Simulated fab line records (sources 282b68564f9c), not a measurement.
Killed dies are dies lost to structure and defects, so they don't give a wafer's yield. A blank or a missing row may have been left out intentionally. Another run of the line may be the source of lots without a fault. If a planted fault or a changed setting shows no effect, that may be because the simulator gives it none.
Lot-split experiment | flow rit-cmos | 5 lots, 23 wafers read, on a route of 202 steps

== SPLIT DETAILS ==
At RIT_NWELL_IMPLANT_08, the setting energy-kev was moved away from the recipe's 170 on 6 of the 23 wafers read, by -5.2% to +4.0%. This setting was run at the recipe's value on the other wafers.

Reading taken at the split's own step.

== THE READING ==
implant.drp-nm (the simulator's own value, which no gauge read), in nm, at RIT_NWELL_IMPLANT_08. No usual value for it is given in the file.

wafer  | tool, chamber at the split | energy-kev as run | against the recipe | implant.drp-nm, nm | against lot-mates on the recipe
L075.1 | implanter-01, 0            | 176.8             | +4.0%              | 70.88              | +2.06
L075.3 | implanter-01, 0            | 176.8             | +4.0%              | 70.88              | +2.06
L075.4 | implanter-01, 0            | 170               | recipe             | 68.82              | -
L075.5 | implanter-01, 0            | 170               | recipe             | 68.82              | -
L075.6 | implanter-01, 0            | 170               | recipe             | 68.82              | -
L076.1 | implanter-03, 0            | 161.1             | -5.2%              | 66.16              | -2.66
L076.3 | implanter-03, 0            | 161.1             | -5.2%              | 66.16              | -2.66
L076.2 | implanter-03, 0            | 170               | recipe             | 68.82              | -
L076.4 | implanter-03, 0            | 170               | recipe             | 68.82              | -
L076.5 | implanter-03, 0            | 170               | recipe             | 68.82              | -
L077.1 | implanter-03, 0            | 170               | recipe             | 68.82              | -
L077.5 | implanter-03, 0            | 170               | recipe             | 68.82              | -
L077.6 | implanter-03, 0            | 170               | recipe             | 68.82              | -
L077.2 | implanter-03, 0            | 173.2             | +1.9%              | 69.79              | +0.97
L077.3 | implanter-03, 0            | 173.2             | +1.9%              | 69.79              | +0.97
L082.2 | implanter-03, 0            | 170               | recipe             | 68.82              | -
L082.5 | implanter-03, 0            | 170               | recipe             | 68.82              | -
L082.6 | implanter-03, 0            | 170               | recipe             | 68.82              | -
L085.1 | implanter-03, 0            | 170               | recipe             | 68.82              | -
L085.2 | implanter-03, 0            | 170               | recipe             | 68.82              | -
L085.4 | implanter-03, 0            | 170               | recipe             | 68.82              | -
L085.5 | implanter-03, 0            | 170               | recipe             | 68.82              | -
L085.6 | implanter-03, 0            | 170               | recipe             | 68.82              | -

THE FIT
A straight line over all 23 wafers: implant.drp-nm changes by +0.511 nm for each +1% of energy-kev; r = +1.00; the points scatter about the line by 0.0063 nm.
The same after taking each lot's own level away (the mean of its wafers on the recipe; 23 wafers): +0.511 nm for each +1%; r = +1.00; scatter 0.0063 nm.
Per that fit: largest energy-kev move, reading shift of 2.7 nm.
The lots' own levels span 68.820 to 68.820 nm.
Consequently the slope shifts little with the lot-to-lot level, the two slopes agreeing.
Check: -2.68 nm against its lot-mates is what the line predicts for one of the wafers moved furthest among these (-5.2%) when that wafer is left out of the fit. Against them it came out at -2.66 nm.

== ADDITIONAL SPLITS CARRIED BY THESE WAFERS ==
These wafers also went through other splits before the reading. Each is held against what the fit with the lots' levels taken away leaves over:
other split on the same wafers   | wafers away from the commonest value | r with implant.drp-nm (lot level and that fit taken away)
RIT_ACTIVE_COAT_06 resist-thk-nm | 8                                    | -0.05
RIT_FOX1_OXIDATION_00 temp-c     | 15                                   | -0.28
RIT_NWELL_COAT_01 spin-rpm       | 10                                   | +0.35
RIT_NWELL_HARDBAKE_07 temp-c     | 12                                   | -0.31

== THE WHOLE CHAIN: every reading that the file lists as answering this split, in the file's order ==
step                 | what it does | reading                                                         | change (the file's fit)               | r (the file's)
RIT_NWELL_IMPLANT_08 |              | implant.rp-nm (the simulator's own value, which no gauge read)  | +2.17 nm for each +1% of the setting  | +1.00
RIT_NWELL_IMPLANT_08 |              | implant.drp-nm (the simulator's own value, which no gauge read) | +0.512 nm for each +1% of the setting | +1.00

== FILE'S OWN FIT ==
implant.drp-nm changes by +0.512 nm for each +1% of energy-kev, r = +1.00.
